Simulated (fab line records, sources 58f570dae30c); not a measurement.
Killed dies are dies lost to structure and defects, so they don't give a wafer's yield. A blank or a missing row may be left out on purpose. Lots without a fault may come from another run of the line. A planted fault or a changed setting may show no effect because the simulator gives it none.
Chamber matching | flow berkeley_cmos170 | UCB170_GATE_ETCH_14 on rie_diel-04: 4 sister chambers
The step etches BARC in N2/H2. 14 wafers are shown with their chamber, then 7 later ones without.

WAFERS WITH THEIR CHAMBER
wafer  | chamber | throttle_valve_pct (%) | drypump_motor_current_A (A) | oes_product_au (a.u.)
L669.2 | 1       | 13.18                  | 6.0                         | 1.025
L669.3 | 0       | 13.13                  | 5.5                         | 0.997
L669.5 | 0       | 13.13                  | 5.5                         | 0.998
L671.1 | 0       | 13.13                  | 5.6                         | 0.994
L671.5 | 2       | 13.33                  | 6.4                         | 0.990
L671.6 | 3       | 13.57                  | 5.8                         | 1.018
L670.2 | 3       | 13.55                  | 5.8                         | 1.002
L670.5 | 1       | 13.19                  | 5.9                         | 1.015
L670.6 | 2       | 13.34                  | 6.4                         | 0.964
L673.1 | 2       | 13.35                  | 6.4                         | 0.989
L673.2 | 1       | 13.20                  | 6.0                         | 1.027
L673.4 | 0       | 13.13                  | 5.5                         | 0.993
L678.1 | 0       | 13.15                  | 5.5                         | 1.004
L678.2 | 2       | 13.34                  | 6.4                         | 0.968

SIGNATURES (means of the wafers above)
reading                 | chamber 0 | chamber 1 | chamber 2 | chamber 3 | scatter within a chamber
throttle_valve_pct      | 13.1340   | 13.1900   | 13.3400   | 13.5600   | 0.00959
drypump_motor_current_A | 5.520     | 5.967     | 6.400     | 5.800     | 0.0383
oes_product_au          | 0.99720   | 1.02233   | 0.97775   | 1.01000   | 0.0092
Rule: a wafer's distance from a chamber is the root of the sum, over the readings, of the square of ((its reading less the chamber's mean) divided by the reading's scatter). The wafer belongs to the nearest chamber; if the next one is less than 2 further off, it can't be placed. The scatter: the root of (the sum of the squares of (reading less its chamber's mean) over the shown wafers, divided by (wafers less chambers)).

WAFERS WITHOUT THEIR CHAMBER
wafer  | throttle_valve_pct (%) | drypump_motor_current_A (A) | oes_product_au (a.u.)
L678.6 | 13.36                  | 6.3                         | 0.973
L689.2 | 13.15                  | 5.5                         | 0.986
L689.4 | 13.55                  | 5.9                         | 1.006
L689.5 | 13.14                  | 5.5                         | 0.989
L690.1 | 13.53                  | 5.8                         | 0.999
L690.2 | 13.13                  | 5.6                         | 0.987
L690.6 | 13.18                  | 6.0                         | 1.011

WHICH CHAMBER EACH WENT THROUGH
wafer  | from the rows above | in truth
L678.6 | 2                   | 2
L689.2 | 0                   | 0
L689.4 | 3                   | 3
L689.5 | 0                   | 0
L690.1 | 3                   | 3
L690.2 | 0                   | 0
L690.6 | 1                   | 1
Placed correctly: 7 of 7. Can't be placed from these rows: 0. Placed wrongly: 0.
